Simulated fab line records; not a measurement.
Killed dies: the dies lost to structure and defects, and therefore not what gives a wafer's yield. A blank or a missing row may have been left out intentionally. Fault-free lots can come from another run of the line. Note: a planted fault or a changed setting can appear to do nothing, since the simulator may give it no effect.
Code-filled problem report in 8D (eight disciplines) form -- flow ritCmos -- the parts of the form that need people (team, actions taken, sign-off) are left out

== 1. PROBLEM STATEMENT ==
Wafers without a fault read 99.99 mTorr, standard deviation 0.11; chamberPressureMTorr at RIT_M1_METAL_ETCH_12 reads a mean of 150.01 mTorr on 4 wafers belonging to 2 lots. That is +99 or more standard deviations from the usual mean.
The step: etches Al in Cl2/BCl3, stops on SiO2, time 165 s, target depth 600 nm.
The first sign was on wafer L271.2 at day 6 02:13, on rieMetal-03. At this step, 18 wafers from 6 lots have a number in the record. Rule for "out", or "out of limits": more than 4 standard deviations from the usual mean. The rest of the wafers with a number are treated as sound.

== 2. WHAT IT IS AND WHAT IT IS NOT ==
question,is,is not
which readings at this step,chamberPressureMTorr,"drypumpMotorCurrentA, oesProductAu, throttleValvePct"
which lots,"L271, L274","L259, L267, L277, L280"
which wafers of those lots,"L271.2, L271.6, L274.2, L274.3","L271.5, L274.4"
read on which tools,rieMetal-03,rieMetal-02
when,from day 6 02:13,"up to then (7 sound wafers); but 7 sound wafers of L274, L277, L280 came after"

== 3. WHAT RULES OUT EACH SUSPECT ==
Counting: if a tool at a process step up to the reading ran every lot that is out, it stays a suspect. Sound lots after the first of them don't rule it out here, since some wafers of a struck lot are sound.
- rieMetal-03 at RIT_M1_METAL_ETCH_12 (etches Al in Cl2/BCl3, stops on SiO2, time 165 s, target depth 600 nm): kept. Ran every lot that is out, first one L271 (day 6 02:13); last sound lot up to then L267 (day 5 10:55). Its own readings are out on those wafers: chamberPressureMTorr.
- Within rieMetal-03 at RIT_M1_METAL_ETCH_12: the wafers that are out ran in chamber 1; their sound lot-mates ran in chamber 0.
Left after counting: rieMetal-03 at RIT_M1_METAL_ETCH_12.

== 4. THE CAUSE (what the simulator had put in) ==
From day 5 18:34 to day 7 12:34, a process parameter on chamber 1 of rieMetal-03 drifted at RIT_M1_METAL_ETCH_12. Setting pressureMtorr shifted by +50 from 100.
Only this tool survived the counting.

== 5. THE EFFECT CHAIN, in route order ==
Each row: a reading where the mean over the struck wafers with a number is more than 3 standard deviations away from the usual. Only readings for which the record gives a usual standard deviation are gone through. hours: the time from each lot's start at the first step in this table that gives one to its start at this step, as a median over the lots. sigmas: the change in usual standard deviations.
hours,step,reading,usual,on struck wafers,change,sigmas
0,RIT_M1_METAL_ETCH_12,chamberPressureMTorr,99.99 mTorr,150.01,+50.02,+99 or more
Here are the process steps it includes:
- RIT_M1_METAL_ETCH_12: etches Al in Cl2/BCl3, stops on SiO2, time 165 s, target depth 600 nm.

== 6. WHAT WOULD HAVE CAUGHT IT SOONER ==
First out-of-limits reading in this record: day 6 02:13, which is 8 hours after fault onset at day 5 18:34.
